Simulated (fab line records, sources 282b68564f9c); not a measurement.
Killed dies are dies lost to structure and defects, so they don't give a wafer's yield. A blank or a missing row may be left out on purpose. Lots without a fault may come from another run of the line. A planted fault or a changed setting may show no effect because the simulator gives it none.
A struck lot beside a sound one | flow rit_cmos | 28 steps out of a route of 202
Sound: wafers L929.3, L929.5, L929.6. Struck: wafers L941.2, L941.3, L941.6. The cause comes at the end.
At each step with rows: each side's tool, then ch and its chambers, then its first start. Under that, the readings that differ: sound wafers | struck wafers | difference of the means | sigmas: that difference in standard deviations of wafers without a fault.
alike: readings whose means differ by less than 2 such deviations, and words and numbers that are the same on both sides. not compared: withheld readings, readings that some wafer has no value for, bounds like >300 that may hide the same value, and numbers for which the record gives no deviation and whose values overlap.
The two part at a step that has a row with sigmas, a row that says differs or no value, or rows on one side only. Numbers that don't overlap but have no deviation are shown without sigmas and don't part them. A reading that every wafer of one side lacks parts them only if that side has two wafers or more.

RIT_ACTIVE_BOW_MEAS_00:
  sound on film_metro-01, day 1 15:02; struck on film_metro-04, day 4 03:01
  alike: INCOMING_BOW
RIT_ACTIVE_OXIDATION_01: target thk 46.8 nm, ox time 3360 s.
  sound on furnace-02 ch 0, day 1 15:07; struck on furnace-01 ch 0, day 4 03:07
  reading                                       | sound                | struck               | difference | sigmas
  spike_tc_centre_C (C)                         | 1000.9 1002.0 1002.8 | 976.7 975.7 974.5    | -26.3      | -14
  spike_tc_load_C (C)                           | 1030 1029 1029       | 1004 1005 1006       | -24        | -6
  spike_tc_source_C (C)                         | 1030.3 1028.8 1029.1 | 997.2 999.1 1000.3   | -30.5      | -16
  tube_center_temp_C (C)                        | 1000.1 1000.2 1000.1 | 975.14 974.91 975.06 | -25.10     | -99 or more
  tube_center_temp_C_max                        | 1002.6 1002.7 1003.0 | 978.0 977.9 977.9    | -24.8      | -58
  model.SiO2_of_ACTIVE_OXIDATION_01.thk_nm (nm) | 46.51 46.32 45.7     | 37.64 36.7 36.49     | -9.23      |
  alike: zone_power_load_pct, zone_power_source_pct
RIT_ACTIVE_THK_MEAS_02:
  sound on film_metro-03, day 1 17:04; struck on film_metro-03, day 4 05:04
  reading               | sound          | struck         | difference | sigmas
  ACTIVE_OXIDE_THK (nm) | 46.5 46.3 45.7 | 37.7 36.8 36.5 | -9.2       | -11
then, 1 step without rows for these wafers: RIT_ACTIVE_CVD_03 (deposits Si3N4 from SiH2Cl2/NH3, target thk 150 nm, time 1500 s).
RIT_ACTIVE_THK_MEAS_04:
  sound on film_metro-03, day 1 18:33; struck on film_metro-04, day 4 07:15
  alike: ACTIVE_NITRIDE_THK
then, 6 steps without rows for these wafers: RIT_ACTIVE_HMDS_05 (prime time 60 s); RIT_ACTIVE_COAT_06 (resist thk 1000 nm); RIT_ACTIVE_SOFTBAKE_07 (time 60 s); RIT_ACTIVE_EXPOSE_08 (exposes mask M1, target cd 1400 nm); RIT_ACTIVE_PEB_09; RIT_ACTIVE_DEVELOP_10 (develop time 50 s).
RIT_ACTIVE_CD_MEAS_11: target cd 1400 nm.
  sound on cd_sem-01, day 1 19:36; struck on cd_sem-02, day 4 08:10
  alike: cd_nm
then, 1 step without rows for these wafers: RIT_ACTIVE_HARDBAKE_12 (time 60 s).
RIT_ACTIVE_ETCH_13: etches Si3N4 in SF6, stops on SiO2, time 210 s, target depth 210 nm.
  sound on rie_diel-03 ch 0,3, day 1 19:50; struck on rie_diel-04 ch 0,1,3, day 4 08:25
  alike: drypump_motor_current_A, oes_product_au, throttle_valve_pct
  not compared: rf_hours_counter_h
RIT_ACTIVE_STRIP_14: strips in O2, time 180 s.
  sound on plasma_asher-03 ch 0,1, day 1 20:02; struck on plasma_asher-02 ch 0,1, day 4 08:33
  alike: drypump_motor_current_A
  not compared: rf_hours_counter_h
RIT_ACTIVE_CD_MEAS_90: target cd 1400 nm.
  sound on cd_sem-02, day 1 20:11; struck on cd_sem-02, day 4 08:45
  alike: cd_nm
then, 4 steps without rows for these wafers: RIT_ACTIVE_CLEAN_15 (cleans in SC1, time 600 s); RIT_ACTIVE_CLEAN_16 (cleans in dHF, time 30 s); RIT_ACTIVE_CLEAN_17 (cleans in SC2, time 600 s); RIT_FOX1_OXIDATION_00 (target thk 350.7 nm, ox time 1130 s).
RIT_FOX1_THK_MEAS_01:
  sound on film_metro-01, day 1 21:58; struck on film_metro-04, day 4 15:23
  alike: FOX1_OXIDE_THK
then, 2 steps without rows for these wafers: RIT_FOX1_WET_ETCH_02 (etches SiO2 in BOE, target depth 350 nm, time 390 s); RIT_FOX2_OXIDATION_00 (target thk 350.7 nm, ox time 1130 s).
RIT_FOX2_THK_MEAS_01:
  sound on film_metro-02, day 1 23:27; struck on film_metro-04, day 4 21:31
  alike: FOX2_OXIDE_THK
then, 1 step without rows for these wafers: RIT_FOX2_CLEAN_02 (cleans in dHF, time 180 s).
RIT_FOX2_WET_ETCH_03: etches Si3N4 in H3PO4, target depth 195 nm, time 2700 s.
  sound on wet_bench-03 ch 0, day 1 23:34; struck on wet_bench-04 ch 1, day 4 21:37
  reading                                       | sound             | struck            | difference | sigmas
  model.SiO2_of_ACTIVE_OXIDATION_01.thk_nm (nm) | 41.56 41.37 40.83 | 33.49 32.49 32.46 | -8.44      |
RIT_FOX2_THK_MEAS_90:
  sound on film_metro-02, day 2 00:25; struck on film_metro-02, day 4 22:28
  alike: FIELD_OXIDE_LEFT_1_THK
RIT_M1_PROBE_99:
  sound on prober-01, day 3 14:16; struck on prober-01, day 6 14:01
  reading                             | sound             | struck           | difference | sigmas
  model.etest.nldd.width_nm (nm)      | 3169 3195 3181    | 3254 3265 3285   | +86        |
  model.etest.pldd.width_nm (nm)      | 3187 3165 3182    | 3261 3247 3278   | +84        |
  model.etest.nplus_sal.width_nm (nm) | 3445 3432 3453    | 3496 3505 3490   | +54        |
  model.etest.pplus_sal.width_nm (nm) | 3429 3448 3443    | 3497 3486 3507   | +57        |
  model.etest.nmos_narrow.drive_ua_um | 220.9 226.8 227.4 | 246.9 241.5 248  | +20.4      |
  model.etest.pmos_narrow.drive_ua_um | 102.8 103.8 104.6 | 111 108 110.2    | +6         |
  model.etest.cap_n_gate.c_min_ff_um2 | 2.383 2.385 2.371 | 2.341 2.34 2.339 | -0.040     |
  alike: killed_at_contacts, killed_at_front_end, killed_dies, killed_open, killed_short

WHERE THEY PART
First at RIT_ACTIVE_OXIDATION_01; last, within this record, at RIT_ACTIVE_THK_MEAS_02. Later steps at which nothing parts them and some readings are alike: RIT_ACTIVE_THK_MEAS_04, RIT_ACTIVE_CD_MEAS_11, RIT_ACTIVE_ETCH_13, RIT_ACTIVE_STRIP_14, RIT_ACTIVE_CD_MEAS_90, RIT_FOX1_THK_MEAS_01, RIT_FOX2_THK_MEAS_01, RIT_FOX2_THK_MEAS_90, RIT_M1_PROBE_99.

WHY: what the simulator had put in
Process parameter drift: furnace-01, from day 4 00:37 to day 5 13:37, at RIT_ACTIVE_OXIDATION_01. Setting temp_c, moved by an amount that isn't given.
